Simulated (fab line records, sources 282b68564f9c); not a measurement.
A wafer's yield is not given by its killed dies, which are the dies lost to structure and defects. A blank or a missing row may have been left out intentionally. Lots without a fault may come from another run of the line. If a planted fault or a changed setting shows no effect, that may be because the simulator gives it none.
2 desks looking at one fault / flow ritCmos / what lay behind the numbers comes last; until then each desk has only its own

THE METROLOGY DESK
Means of the sampled wafers that have a number, per lot and without regard to the tool the lot ran on: this is what the gauges read. If a lot's mean is further than 4 standard deviations from the usual mean, the lot is out of limits and carries the mark OUT (the distance appears in the brackets).
Columns: A = NWELL_TW at RIT_NWELL_TW_MEAS_10, usual 2119; B = NWELL_RS at RIT_WELLDRIVE_RS_MEAS_01, usual 275.2 ohm/sq
lot=L761; first seen here=day 2 01:11; A=2096; B=276.5
lot=L762; first seen here=day 2 04:46; A=2136; B=274.9
lot=L763; first seen here=day 2 08:25; A=2104; B=275.6
lot=L764; first seen here=day 2 12:15; A=2106; B=275.1
lot=L765; first seen here=day 2 18:22; A=2103; B=274.9
lot=L766; first seen here=day 2 22:02; A=2102; B=275.0
lot=L767; first seen here=day 3 04:17; A=2128; B=275.7
lot=L768; first seen here=day 3 07:44; A=2115; B=274.1
lot=L769; first seen here=day 3 13:45; A=2112; B=274.5
lot=L770; first seen here=day 3 18:53; A=2115; B=275.6
lot=L776; first seen here=day 5 00:29; A=2111; B=274.0
lot=L777; first seen here=day 5 05:48; A=1868 (-16) OUT; B=350.0 (+99 or more) OUT
lot=L778; first seen here=day 5 09:46; A=1888 (-14) OUT; B=349.7 (+99 or more) OUT
lot=L783; first seen here=day 6 11:49; A=2140; B=275.2
This desk's result: L777, L778 out of limits, first on L777 (NWELL_TW at RIT_NWELL_TW_MEAS_10), day 5 05:48. L761, L762, L763, L764, L765, L766, L767, L768, L769, L770, L776, L783 stayed within limits.

FOR THE TOOL OWNER'S DESK: implanter-04
The tool's own readings at RIT_NWELL_IMPLANT_08: means of the sampled wafers that have a number, for each lot that ran on this tool. If a lot's mean is further than 4 standard deviations from the usual mean, the lot is out of limits and carries the mark OUT (the distance appears in the brackets).
Columns: A = doseIonsCm2 at RIT_NWELL_IMPLANT_08, usual 4.999e+13; B = faradayCurrentUA at RIT_NWELL_IMPLANT_08, usual 159
lot=L761; first seen here=day 2 00:52; A=5.003e+13; B=158
lot=L763; first seen here=day 2 08:05; A=4.996e+13; B=157
lot=L764; first seen here=day 2 11:56; A=5.006e+13; B=157
lot=L765; first seen here=day 2 18:03; A=4.997e+13; B=164
lot=L776; first seen here=day 5 00:09; A=5.003e+13; B=155
lot=L777; first seen here=day 5 05:29; A=3.396e+13 (-99 or more) OUT; B=109 (-16) OUT
lot=L778; first seen here=day 5 09:28; A=3.387e+13 (-99 or more) OUT; B=107 (-16) OUT
Finding of this desk: L777, L778 out of limits; the first was L777 at day 5 05:29, on doseIonsCm2 at RIT_NWELL_IMPLANT_08. L761, L763, L764, L765, L776 stayed within limits.

TAKEN TOGETHER
On L777, L778, at day 5 05:29, an alarm was possible from the tool owner's desk.
At day 5 05:48 the metrology desk could have sounded an alarm, on L777, L778.
The lots listed all ran RIT_NWELL_IMPLANT_08 on implanter-04.

WHAT THE SIMULATOR HAD PUT IN
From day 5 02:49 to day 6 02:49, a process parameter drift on implanter-04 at RIT_NWELL_IMPLANT_08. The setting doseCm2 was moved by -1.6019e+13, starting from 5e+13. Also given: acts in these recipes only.
Struck lots among those shown: L777, L778.
Time in hours from fault onset to the first out-of-limits reading at each desk: tool owner's desk 3, metrology desk 3.
